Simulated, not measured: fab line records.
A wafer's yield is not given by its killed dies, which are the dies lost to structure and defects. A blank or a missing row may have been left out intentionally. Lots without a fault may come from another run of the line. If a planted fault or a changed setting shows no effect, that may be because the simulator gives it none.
fab line records | flow ritCmos
[record] lots = 14 wafers = 42 lastDay = 7
route steps=202 shown FOX1@21 PWELL@48 GATE@96 CONTACT@180 M1@202
lots with no fault: from the same line, run without faults
startH: the number of hours between the record's first day and the start of the first shown wafer of the lot | waitH: hours elapsed since this lot's preceding step | " the same as in the row above | L1.1+2: a row that stands for several wafers | - no value, or no start was given | * or withheld: withheld | < > ~ a bound
route shown NAME@n: NAME is a module with steps in the file, n the number in the route of the first one | usual: mean and standard deviation over wafers with no fault | same: alike in all rows | chamber/n: place in a boat | sites: per-site readings | _std_site: the values' standard deviation | _edge_site: outer sites' mean less inner sites' | radiusMm: for every site, how far away it sits from the centre of the wafer | mask NAME#n: copy n | behind: the last tool/chamber to shape the wafer | hold: why the lot went on hold/how many hours it stayed there/how the hold came to an end | device: the n, p or np transistor that did not switch | end of line: the same wafers' tests at the end of the route | for a step that has no rows: nothing shown but its recipe | killed: the dies lost at the first sort to structure and to defects; this is not the yield of the wafer | map: dies across one wafer; x = killed, . = not, _ = none there
set.NAME: the run value of the setting; set.NAME@STEP: its run value at that earlier step | model.NAME: the simulator's own value behind a step, which no gauge read
steps of the route over a sample of lots; a table a step, a row a wafer
services: when a tool's chamber went out of use (startH, in hours from the record's first day, below 0 if earlier), for how many hours, and the reason
[[steps]]
[step RIT_FOX1_THK_MEAS_01]
[recipe] reads = SiO2_of_FOX1_OXIDATION_00
[usual] FOX1_OXIDE_THK = 345/6.8
// columns lot.wafer tool chamber startH waitH FOX1_OXIDE_THK[nm]
L263.2 filmMetro-02 - 18.66 0.0 361
L263.3 " - " " 357
L263.4 " - " " 363
L264.1 filmMetro-03 - 23.08 0.0 351
L264.3 " - " " 351
L264.6 " - " " 357
L266.1 filmMetro-01 - 31.90 0.0 349
L266.2 " - " " 352
L266.6 " - " " 350
L267.1 filmMetro-03 - 38.18 0.0 340
L267.4 " - " " 340
L267.5 " - " " 344
L268.1 filmMetro-03 - 42.85 0.0 351
L268.2 " - " " 353
L268.6 " - " " 358
L269.1 filmMetro-02 - 48.11 0.0 335
L269.4 " - " " 338
L269.6 " - " " 341
L270.1 filmMetro-03 - 53.85 0.0 348
L270.3 " - " " 345
L270.6 " - " " 337
L272.1 filmMetro-01 - 61.82 0.0 346
L272.3 " - " " 349
L272.6 " - " " 348
L273.1 filmMetro-03 - 67.09 0.0 344
L273.3 " - " " 346
L273.4 " - " " 347
L275.2 filmMetro-03 - 76.95 0.0 336
L275.3 " - " " 331
L275.5 " - " " 332
L283.1 filmMetro-01 - 117.04 0.0 351
L283.2 " - " " 342
L283.6 " - " " 352
L284.2 filmMetro-01 - 121.97 0.0 350
L284.4 " - " " 349
L284.6 " - " " 344
L285.3 filmMetro-02 - 127.76 0.0 343
L285.4 " - " " 346
L285.5 " - " " 336
L286.1 filmMetro-02 - 134.42 0.0 340
L286.2 " - " " 346
L286.3 " - " " 346
[step RIT_PWELL_STRIP_09]
[recipe] chemistry = O2 timeS = 180 resist = NOVOLAK platenTempC = withheld powerW = 500 pressureMtorr = 4000 o2FlowSccm = 4000
[usual] drypumpMotorCurrentA = 5.7/0.35 o2FlowSccm = 4000/12
// columns lot.wafer tool chamber startH waitH drypumpMotorCurrentA o2FlowSccm rfHoursCounterH
L263.2 plasmaAsher-02 0 24.10 0.1 6.3 3998 21
L263.3 " 0 " " 6.3 3985 -
L263.4 " 1 " " 6.0 4000 -
L264.1 plasmaAsher-02 0 28.50 0.1 6.3 4003 22
L264.3 " 0 " " 6.3 3992 -
L264.6 " 1 " " 6.0 3996 -
L266.1 plasmaAsher-04 0 37.37 0.1 5.9 3989 42
L266.2 " 1 " " 5.5 3993 42
L266.6 " 1 " " 5.5 3989 -
L267.1 plasmaAsher-02 0 43.64 0.1 6.3 3992 23
L267.4 " 0 " " 6.2 4014 -
L267.5 " 1 " " 6.0 4017 -
L268.1 plasmaAsher-02 1 48.30 0.1 6.0 4005 24
L268.2 " 0 " " 6.2 3987 24
L268.6 " 0 " " 6.2 3998 -
L269.1 plasmaAsher-04 0 55.19 0.1 5.9 3988 43
L269.4 " 1 " " 5.5 3998 -
L269.6 " 0 " " 5.9 3988 -
L270.1 plasmaAsher-03 0 59.28 0.1 5.2 4006 43
L270.3 " 1 " " 5.4 3990 -
L270.6 " 0 " " 5.2 3994 -
L272.1 plasmaAsher-04 1 67.18 0.1 5.5 4009 44
L272.3 " 1 " " 5.5 4016 -
L272.6 " 1 " " 5.5 4004 -
L273.1 plasmaAsher-04 1 72.51 0.1 5.5 4007 45
L273.3 " 0 " " 5.9 3998 -
L273.4 " 1 " " 5.5 4000 -
L275.2 plasmaAsher-04 0 83.70 0.1 5.9 4006 46
L275.3 " 0 " " 5.9 4018 -
L275.5 " 1 " " 5.5 4006 -
L283.1 plasmaAsher-03 0 122.36 0.1 5.2 3991 50
L283.2 " 1 " " 5.4 3973 50
L283.6 " 1 " " 5.4 3976 -
L284.2 plasmaAsher-03 0 127.49 0.1 5.2 3988 50
L284.4 " 0 " " 5.2 3995 -
L284.6 " 1 " " 5.5 6004 -
L285.3 plasmaAsher-03 0 133.40 0.1 5.2 3983 -
L285.4 " 1 " " 5.5 6013 -
L285.5 " 1 " " 5.4 6008 -
L286.1 plasmaAsher-04 0 140.16 0.1 5.9 3996 52
L286.2 " 1 " " 5.5 3986 52
L286.3 " 0 " " 5.9 4018 -
[step RIT_GATE_STRIP_20]
[recipe] chemistry = O2 timeS = 180 resist = NOVOLAK platenTempC = withheld powerW = 500 pressureMtorr = 4000 o2FlowSccm = 4000
[usual] drypumpMotorCurrentA = 5.63/0.28 o2FlowSccm = 4002/12
// columns lot.wafer tool chamber startH waitH drypumpMotorCurrentA o2FlowSccm rfHoursCounterH
L263.2 plasmaAsher-03 1 38.33 0.1 5.45 4000 40
L263.3 " 0 " " 5.23 3998 -
L263.4 " 1 " " 5.45 4009 -
L264.1 plasmaAsher-04 0 42.44 0.1 5.87 3992 42
L264.3 " 0 " " 5.86 3998 -
L264.6 " 1 " " 5.55 3997 -
L266.1 plasmaAsher-04 0 53.60 0.1 5.89 4004 43
L266.2 " 1 " " 5.55 4006 43
L266.6 " 0 " " 5.88 3999 -
L267.1 plasmaAsher-01 0 57.97 0.1 5.41 3998 40
L267.4 " 0 " " 5.39 4006 -
L267.5 " 0 " " 5.40 4018 -
L268.1 plasmaAsher-01 0 62.78 0.1 5.37 4003 41
L268.2 " 1 " " 6.04 3998 41
L268.6 " 1 " " 6.04 3994 -
L269.1 plasmaAsher-04 0 69.77 0.1 5.86 4004 45
L269.4 " 0 " " 5.87 4005 -
L269.6 " 0 " " 5.88 3997 -
L270.1 plasmaAsher-01 1 73.83 0.1 6.05 3974 42
L270.3 " 0 " " 5.39 4002 -
L270.6 " 0 " " 5.38 4019 -
L272.1 plasmaAsher-01 1 81.62 0.1 6.05 4002 43
L272.3 " 1 " " 6.01 3998 -
L272.6 " 0 " " 5.37 4006 -
L273.1 plasmaAsher-04 0 86.74 0.1 5.88 3993 46
L273.3 " 0 " " 5.89 4000 -
L273.4 " 1 " " 5.53 3995 -
L275.2 plasmaAsher-01 1 97.90 0.1 6.04 4025 45
L275.3 " 1 " " 6.04 4008 -
L275.5 " 0 " " 5.36 3992 -
L283.1 plasmaAsher-01 0 140.30 0.1 5.38 3990 2
L283.2 " 1 " " 6.02 4016 2
L283.6 " 1 " " 6.03 4001 -
L284.2 plasmaAsher-04 1 141.83 0.1 5.52 4016 52
L284.4 " 0 " " 5.89 3987 -
L284.6 " 0 " " 5.88 3984 -
L285.3 plasmaAsher-04 1 148.02 0.1 5.53 4003 -
L285.4 " 0 " " 5.87 4017 -
L285.5 " 1 " " 5.52 4014 -
L286.1 plasmaAsher-03 0 153.77 0.1 5.23 3988 53
L286.2 " 1 " " 5.42 3995 53
L286.3 " 0 " " 5.23 4013 -
[step RIT_CONTACT_STRIP_12]
[recipe] chemistry = O2 timeS = 180 resist = NOVOLAK platenTempC = withheld powerW = 500 pressureMtorr = 4000 o2FlowSccm = 4000
[usual] drypumpMotorCurrentA = 5.7/0.34 o2FlowSccm = 4000/13
// columns lot.wafer tool chamber startH waitH drypumpMotorCurrentA o2FlowSccm rfHoursCounterH
L263.2 plasmaAsher-03 0 53.26 0.1 5.2 3999 42
L263.3 " 0 " " 5.3 3998 -
L263.4 " 1 " " 5.4 4009 -
L264.1 plasmaAsher-02 1 57.72 0.1 6.0 3996 25
L264.3 " 0 " " 6.3 3986 -
L264.6 " 1 " " 6.0 3993 -
L266.1 plasmaAsher-04 1 68.55 0.1 5.5 4024 45
L266.2 " 0 " " 5.9 3990 45
L266.6 " 0 " " 5.9 4001 -
L267.1 plasmaAsher-03 1 72.81 0.1 5.4 3994 44
L267.4 " 1 " " 5.4 3994 -
L267.5 " 1 " " 5.5 3972 -
L268.1 plasmaAsher-02 1 77.43 0.1 6.0 3995 27
L268.2 " 0 " " 6.2 3983 27
L268.6 " 0 " " 6.2 4001 -
L269.1 plasmaAsher-03 1 84.67 0.1 5.5 3994 45
L269.4 " 1 " " 5.5 4001 -
L269.6 " 1 " " 5.5 3999 -
L270.1 plasmaAsher-04 1 88.66 0.1 5.5 3991 47
L270.3 " 0 " " 5.9 3993 -
L270.6 " 0 " " 5.9 3999 -
L272.1 plasmaAsher-04 0 96.65 0.1 5.9 4004 47
L272.3 " 0 " " 5.9 3990 -
L272.6 " 0 " " 5.9 3999 -
L273.1 plasmaAsher-03 1 102.13 0.1 5.5 3996 47
L273.3 " 1 " " 5.5 4012 -
L273.4 " 0 " " 5.2 3986 -
L275.2 plasmaAsher-04 0 112.71 0.1 5.9 4020 49
L275.3 " 1 " " 5.5 4006 -
L275.5 " 0 " " 5.9 4005 -
L283.1 plasmaAsher-03 0 155.14 0.1 5.2 4008 53
L283.2 " 1 " " 5.4 4010 53
L283.6 " 1 " " 5.4 4027 -
L284.2 plasmaAsher-02 0 156.94 0.1 6.2 4019 36
L284.4 " 0 " " 6.3 4000 -
L284.6 " 1 " " 6.0 3982 -
L285.3 plasmaAsher-03 0 163.19 0.2 5.2 3992 -
L285.4 " 1 " " 5.5 4004 -
L285.5 " 1 " " 5.5 3995 -
L286.1 plasmaAsher-03 0 169.94 0.1 5.3 3990 54
L286.2 " 1 " " 5.4 4020 54
L286.3 " 0 " " 5.3 4016 -
[step RIT_M1_PROBE_99]
[usual] killed_at_M0_to_M3 = 0.0/0.14 killedAtContacts = 0.0/0.22 killedAtFrontEnd = 7/3 killedDies = 7/3.1 killedOpen = 3.4/2.1 killedShort = 3.2/1.9
[same] grossDies = 264 killed_at_M4_up = 0 killedAtBackSide = 0 killedAtOther = 0
// columns lot.wafer tool chamber startH waitH killed_at_M0_to_M3 killedAtContacts killedAtFrontEnd killedDies killedOpen killedShort
L284.2 prober-01 - 161.97 0.1 0 0 2 2 0 2
L284.4 prober-01 - 162.07 0.2 0 0 4 4 2 2
L284.6 prober-01 - 162.17 0.2 0 0 8 8 4 4
// killed by level:class
L284.2 FOX1:geometricParticle:short=1 GATE:geometricParticle:short=1
L284.4 GATE:geometricParticle:short=2 FOX1:geometricParticle:open=1 GATE:geometricParticle:open=1
L284.6 GATE:geometricParticle:open=2 GATE:geometricParticle:short=2 FOX1:geometricParticle:open=1 SPACER:geometricParticle:open=1 SPACER:geometricParticle:short=1 SILICIDE:geometricParticle:short=1
[[services]]
// columns tool chamber startH hours kind
plasmaAsher-01 - 17.66 12.7 repair
plasmaAsher-04 - 71.49 0.9 repair
plasmaAsher-01 - 108.75 9.0 pm
plasmaAsher-01 0 108.75 9.0 ventCycle
plasmaAsher-01 1 108.75 9.0 ventCycle
plasmaAsher-03 - 114.87 0.8 repair
plasmaAsher-01 0 117.75 - clean
plasmaAsher-01 1 117.75 - clean
plasmaAsher-02 - 153.84 2.0 repair
plasmaAsher-01 - 161.47 3.1 repair
[[key]]
[firstSign] step = RIT_PWELL_STRIP_09 reading = o2FlowSccm direction = up sigmas = 99+ usual = 4000 struck = 6008
effect none on later readings
metAt RIT_PWELL_STRIP_09
struckLots L284,L285
struckWafers L284.6,L285.4,L285.5
testerLeftOut L284,L285
notActingAt RIT_FOX1_THK_MEAS_01,RIT_GATE_STRIP_20,RIT_CONTACT_STRIP_12
onsetBetween 122.36 127.49
[fault] kind = processParameterDrift tool = plasmaAsher-03 chamber = 1 onsetH = 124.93 steps = RIT_PWELL_STRIP_09 channel = o2FlowSccm offset = 2000 shape = step endH = 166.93 actsIn = theseRecipesOnly stated = 4000
// testerLeftOut: of these lots the tester's yield and bins aren't shown, on N5 and GAA mostly nor the transistor test; their killed dies are dies lost to structure and defects alone, not to doping, threshold or leakage, so they don't give the yield
